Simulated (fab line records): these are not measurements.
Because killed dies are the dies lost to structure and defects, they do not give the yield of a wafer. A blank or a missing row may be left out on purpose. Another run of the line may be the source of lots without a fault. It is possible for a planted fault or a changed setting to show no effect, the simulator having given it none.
Which tool did it? || flow berkeley_cmos170 || 42 wafers from 14 lots sampled at 3 of the route's 331 steps

WHAT THE GAUGES SHOWED, per wafer
UCB170_SACOX_THK_MEAS_02.
{"lot": "L257", "measured": "day 5 04:37", "on": "film_metro-01", "SACOX_OXIDE_THK (nm)": "14.12 13.82 14.02"}
{"lot": "L258", "measured": "day 5 14:07", "on": "film_metro-01", "SACOX_OXIDE_THK (nm)": "14.44 14.45 14.14"}
{"lot": "L260", "measured": "day 5 17:21", "on": "film_metro-01", "SACOX_OXIDE_THK (nm)": "14.41 14.33 14.39"}
{"lot": "L261", "measured": "day 6 00:42", "on": "film_metro-02", "SACOX_OXIDE_THK (nm)": "14.74 14.67 14.45"}
{"lot": "L262", "measured": "day 6 00:43", "on": "film_metro-03", "SACOX_OXIDE_THK (nm)": "14.37 14.42 14.63"}
{"lot": "L264", "measured": "day 6 09:08", "on": "film_metro-02", "SACOX_OXIDE_THK (nm)": "14.96 14.77 14.87"}
{"lot": "L266", "measured": "day 7 01:51", "on": "film_metro-03", "SACOX_OXIDE_THK (nm)": "14.01 13.86 14.01"}
{"lot": "L268", "measured": "day 7 09:34", "on": "film_metro-01", "SACOX_OXIDE_THK (nm)": "14.50 14.47 14.62"}
{"lot": "L274", "measured": "day 8 22:49", "on": "film_metro-02", "SACOX_OXIDE_THK (nm)": "14.41 14.37 14.50"}
{"lot": "L272", "measured": "day 8 22:50", "on": "film_metro-03", "SACOX_OXIDE_THK (nm)": "14.27 14.26 14.40"}
{"lot": "L277", "measured": "day 9 00:30", "on": "film_metro-03", "SACOX_OXIDE_THK (nm)": "14.17 14.09 14.48"}
{"lot": "L275", "measured": "day 9 00:31", "on": "film_metro-02", "SACOX_OXIDE_THK (nm)": "14.35 14.24 14.51"}
{"lot": "L279", "measured": "day 9 07:37", "on": "film_metro-01", "SACOX_OXIDE_THK (nm)": "14.52 14.67 14.68"}
{"lot": "L280", "measured": "day 9 16:59", "on": "film_metro-03", "SACOX_OXIDE_THK (nm)": "15.15 14.87 15.04"}

UCB170_GATE_CD_MEAS_90: the cd target is 350 nm.
{"lot": "L257", "measured": "day 6 11:07", "on": "cd_sem-02", "cd_nm (nm)": "351.9 352.6 352.7"}
{"lot": "L258", "measured": "day 6 13:58", "on": "cd_sem-01", "cd_nm (nm)": "350.8 350.1 350.2"}
{"lot": "L260", "measured": "day 6 16:52", "on": "cd_sem-01", "cd_nm (nm)": "350.5 348.6 350.0"}
{"lot": "L261", "measured": "day 7 03:27", "on": "cd_sem-02", "cd_nm (nm)": "350.7 349.1 348.6"}
{"lot": "L262", "measured": "day 7 01:41", "on": "cd_sem-02", "cd_nm (nm)": "350.2 350.2 350.1"}
{"lot": "L264", "measured": "day 7 07:06", "on": "cd_sem-01", "cd_nm (nm)": "350.2 350.0 350.3"}
{"lot": "L266", "measured": "day 8 02:47", "on": "cd_sem-01", "cd_nm (nm)": "351.0 352.3 351.7"}
{"lot": "L268", "measured": "day 8 07:04", "on": "cd_sem-01", "cd_nm (nm)": "348.6 348.2 349.7"}
{"lot": "L274", "measured": "day 9 22:08", "on": "cd_sem-02", "cd_nm (nm)": "346.9 346.5 346.2"}
{"lot": "L272", "measured": "day 9 22:39", "on": "cd_sem-01", "cd_nm (nm)": "347.9 349.8 350.8"}
{"lot": "L277", "measured": "day 9 22:14", "on": "cd_sem-01", "cd_nm (nm)": "352.8 352.5 354.1"}
{"lot": "L275", "measured": "day 9 22:27", "on": "cd_sem-02", "cd_nm (nm)": "348.7 349.2 351.7"}
{"lot": "L279", "measured": "day 10 05:13", "on": "cd_sem-02", "cd_nm (nm)": "349.0 347.3 348.1"}
{"lot": "L280", "measured": "day 10 14:05", "on": "cd_sem-01", "cd_nm (nm)": "348.6 350.9 348.6"}

UCB170_PSD_TW_MEAS_10.
{"lot": "L257", "measured": "day 6 22:49", "on": "film_metro-04", "PSD_TW": "2347 2351 2355"}
{"lot": "L258", "measured": "day 6 23:04", "on": "film_metro-04", "PSD_TW": "2352 2349 2345"}
{"lot": "L260", "measured": "day 7 03:16", "on": "film_metro-02", "PSD_TW": "2331 2338 2326"}
{"lot": "L261", "measured": "day 7 11:19", "on": "film_metro-04", "PSD_TW": "2356 2360 2347"}
{"lot": "L262", "measured": "day 7 11:10", "on": "film_metro-03", "PSD_TW": "2311 2318 2313"}
{"lot": "L264", "measured": "day 7 19:47", "on": "film_metro-03", "PSD_TW": "2313 2307 2330"}
{"lot": "L266", "measured": "day 8 13:57", "on": "film_metro-03", "PSD_TW": "2328 2334 2329"}
{"lot": "L268", "measured": "day 8 18:27", "on": "film_metro-02", "PSD_TW": "2354 2354 2339"}
{"lot": "L274", "measured": "day 10 07:37", "on": "film_metro-04", "PSD_TW": "2359 2357 2355"}
{"lot": "L272", "measured": "day 10 11:28", "on": "film_metro-04", "PSD_TW": "2365 2349 2344"}
{"lot": "L277", "measured": "day 10 11:16", "on": "film_metro-03", "PSD_TW": "2342 2336 2335"}
{"lot": "L275", "measured": "day 10 11:38", "on": "film_metro-04", "PSD_TW": "2345 2338 2340"}
{"lot": "L279", "measured": "day 10 15:28", "on": "film_metro-02", "PSD_TW": "2342 2357 2339"}
{"lot": "L280", "measured": "day 11 01:14", "on": "film_metro-04", "PSD_TW": "2354 2351 2356"}

WHICH TOOL RAN EACH LOT (tool, then ch and the chambers of the sampled wafers, then the start)
No process step before these readings appears in the record.

WHAT THE TOOLS THEMSELVES READ (means of the sampled wafers that have a number; where no wafer has one, the mark that the record gives instead)
The record holds no such reading with a usual standard deviation.

THE ANSWER, worked out from the rows above alone
Rule: the lots themselves supply what counts as usual. The widest of any qualifying gaps counts: lots, ordered by their means at a reading, are off when they make up no more than a third of the lots, leave a main group of 4 or more, and stand apart from it by 3 or more times the standard deviation of that group's means. The tables above print the reading to a certain number of digits; a main group whose means all agree to those digits is not used. A lot without any number at a reading at which 4 lots or more have one is off too. Where the step has rows for the other lots, those lots are counted as sound. First the gauges in route order, then the tools' own readings, where a lot's mean is used as printed above. At the first step where some lot is off, the reading lying furthest off is the one used; lots without a number count as furthest.
Nothing can be told from this: no lot is off at any reading shown.

WHAT THE SIMULATOR HAD INSERTED
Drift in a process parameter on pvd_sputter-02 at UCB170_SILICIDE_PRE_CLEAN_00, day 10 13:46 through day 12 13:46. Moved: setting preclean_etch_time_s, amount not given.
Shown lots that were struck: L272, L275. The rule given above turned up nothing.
